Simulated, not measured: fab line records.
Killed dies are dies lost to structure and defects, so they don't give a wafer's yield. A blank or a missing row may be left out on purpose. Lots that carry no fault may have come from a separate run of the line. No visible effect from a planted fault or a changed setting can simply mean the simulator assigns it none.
Shared-tool check || flow berkeley_cmos170 || 42 wafers sampled across 14 lots

== REASON FOR OPENING ==
Of 14 lots, 2 have the reading PLDD_TW flagged at UCB170_PLDD_TW_MEAS_11. Fault-free wafers read 1014, with a standard deviation of 10.
Rule: a lot is flagged when every wafer of it that has a number lies more than 4 standard deviations from that mean, or none has a number. The other lots count as sound.

{"lot": "L182", "measured": "day 7 22:11", "on": "film_metro-01", "PLDD_TW, wafer by wafer": "1000 1002 998", "flag": ""}
{"lot": "L181", "measured": "day 7 22:40", "on": "film_metro-01", "PLDD_TW, wafer by wafer": "1002 999 1003", "flag": ""}
{"lot": "L185", "measured": "day 8 07:37", "on": "film_metro-04", "PLDD_TW, wafer by wafer": "1013 1019 1014", "flag": ""}
{"lot": "L186", "measured": "day 8 08:31", "on": "film_metro-01", "PLDD_TW, wafer by wafer": "1008 1003 998", "flag": ""}
{"lot": "L188", "measured": "day 9 10:34", "on": "film_metro-01", "PLDD_TW, wafer by wafer": "1002 1002 1000", "flag": ""}
{"lot": "L187", "measured": "day 9 10:53", "on": "film_metro-04", "PLDD_TW, wafer by wafer": "1026 1022 1020", "flag": ""}
{"lot": "L193", "measured": "day 10 01:35", "on": "film_metro-04", "PLDD_TW, wafer by wafer": "1019 1016 1024", "flag": ""}
{"lot": "L191", "measured": "day 10 02:24", "on": "film_metro-04", "PLDD_TW, wafer by wafer": "1023 1023 1024", "flag": ""}
{"lot": "L192", "measured": "day 10 02:25", "on": "film_metro-01", "PLDD_TW, wafer by wafer": "1009 1013 1002", "flag": ""}
{"lot": "L189", "measured": "day 10 02:28", "on": "film_metro-04", "PLDD_TW, wafer by wafer": "1022 1021 1022", "flag": ""}
{"lot": "L199", "measured": "day 11 08:28", "on": "film_metro-02", "PLDD_TW, wafer by wafer": "1142 1147 1134", "flag": "FLAGGED"}
{"lot": "L198", "measured": "day 11 08:30", "on": "film_metro-04", "PLDD_TW, wafer by wafer": "1162 1163 1168", "flag": "FLAGGED"}
{"lot": "L202", "measured": "day 11 22:55", "on": "film_metro-01", "PLDD_TW, wafer by wafer": "1002 1007 1007", "flag": ""}
{"lot": "L203", "measured": "day 12 08:14", "on": "film_metro-02", "PLDD_TW, wafer by wafer": "1007 1006 1007", "flag": ""}
The numbers of the flagged lots are 1153 on average: +139 against the usual, or +14 standard deviations.

== TOOL THAT RAN EACH LOT ==
The record keeps 1 process step preceding the reading, out of 331 steps on the route. In each cell: the tool, then ch and the chambers that the sampled wafers went through, then the start.
{"lot": "L182", "flag": "", "UCB170_PLDD_IMPLANT_08": "implanter-02 ch 0, day 7 21:49"}
{"lot": "L181", "flag": "", "UCB170_PLDD_IMPLANT_08": "implanter-01 ch 0, day 7 22:17"}
{"lot": "L185", "flag": "", "UCB170_PLDD_IMPLANT_08": "implanter-03 ch 0, day 8 07:13"}
{"lot": "L186", "flag": "", "UCB170_PLDD_IMPLANT_08": "implanter-03 ch 0, day 8 08:07"}
{"lot": "L188", "flag": "", "UCB170_PLDD_IMPLANT_08": "implanter-02 ch 0, day 9 10:11"}
{"lot": "L187", "flag": "", "UCB170_PLDD_IMPLANT_08": "implanter-03 ch 0, day 9 10:31"}
{"lot": "L193", "flag": "", "UCB170_PLDD_IMPLANT_08": "implanter-03 ch 0, day 10 01:06"}
{"lot": "L191", "flag": "", "UCB170_PLDD_IMPLANT_08": "implanter-03 ch 0, day 10 01:49"}
{"lot": "L192", "flag": "", "UCB170_PLDD_IMPLANT_08": "implanter-02 ch 0, day 10 01:47"}
{"lot": "L189", "flag": "", "UCB170_PLDD_IMPLANT_08": "implanter-01 ch 0, day 10 01:56"}
{"lot": "L199", "flag": "FLAGGED", "UCB170_PLDD_IMPLANT_08": "implanter-01 ch 0, day 11 07:37"}
{"lot": "L198", "flag": "FLAGGED", "UCB170_PLDD_IMPLANT_08": "implanter-02 ch 0, day 11 07:45"}
{"lot": "L202", "flag": "", "UCB170_PLDD_IMPLANT_08": "implanter-03 ch 0, day 11 22:26"}
{"lot": "L203", "flag": "", "UCB170_PLDD_IMPLANT_08": "implanter-03 ch 0, day 12 07:50"}
What the steps here do:
- UCB170_PLDD_IMPLANT_08
- UCB170_PLDD_TW_MEAS_11

== FLAGGED OVER TOTAL, TOOL BY TOOL (the gauges that took the reading come last) ==
{"step": "UCB170_PLDD_IMPLANT_08", "tool": "implanter-01", "lots run": 3, "flagged": 1, "share of the flagged lots": "some", "sound lots run after its first flagged lot": 0}
{"step": "UCB170_PLDD_IMPLANT_08", "tool": "implanter-02", "lots run": 4, "flagged": 1, "share of the flagged lots": "some", "sound lots run after its first flagged lot": 0}
{"step": "UCB170_PLDD_IMPLANT_08", "tool": "implanter-03", "lots run": 7, "flagged": 0, "share of the flagged lots": "none", "sound lots run after its first flagged lot": "-"}
{"step": "UCB170_PLDD_TW_MEAS_11", "tool": "film_metro-01", "lots run": 6, "flagged": 0, "share of the flagged lots": "none", "sound lots run after its first flagged lot": "-"}
{"step": "UCB170_PLDD_TW_MEAS_11", "tool": "film_metro-02", "lots run": 2, "flagged": 1, "share of the flagged lots": "some", "sound lots run after its first flagged lot": "1 (L203)"}
{"step": "UCB170_PLDD_TW_MEAS_11", "tool": "film_metro-04", "lots run": 6, "flagged": 1, "share of the flagged lots": "some", "sound lots run after its first flagged lot": 0}

== THE TABLE: WHAT IT ALLOWS ==
No row of the table ran every flagged lot.

== WHAT THE SIMULATOR HAD PUT IN ==
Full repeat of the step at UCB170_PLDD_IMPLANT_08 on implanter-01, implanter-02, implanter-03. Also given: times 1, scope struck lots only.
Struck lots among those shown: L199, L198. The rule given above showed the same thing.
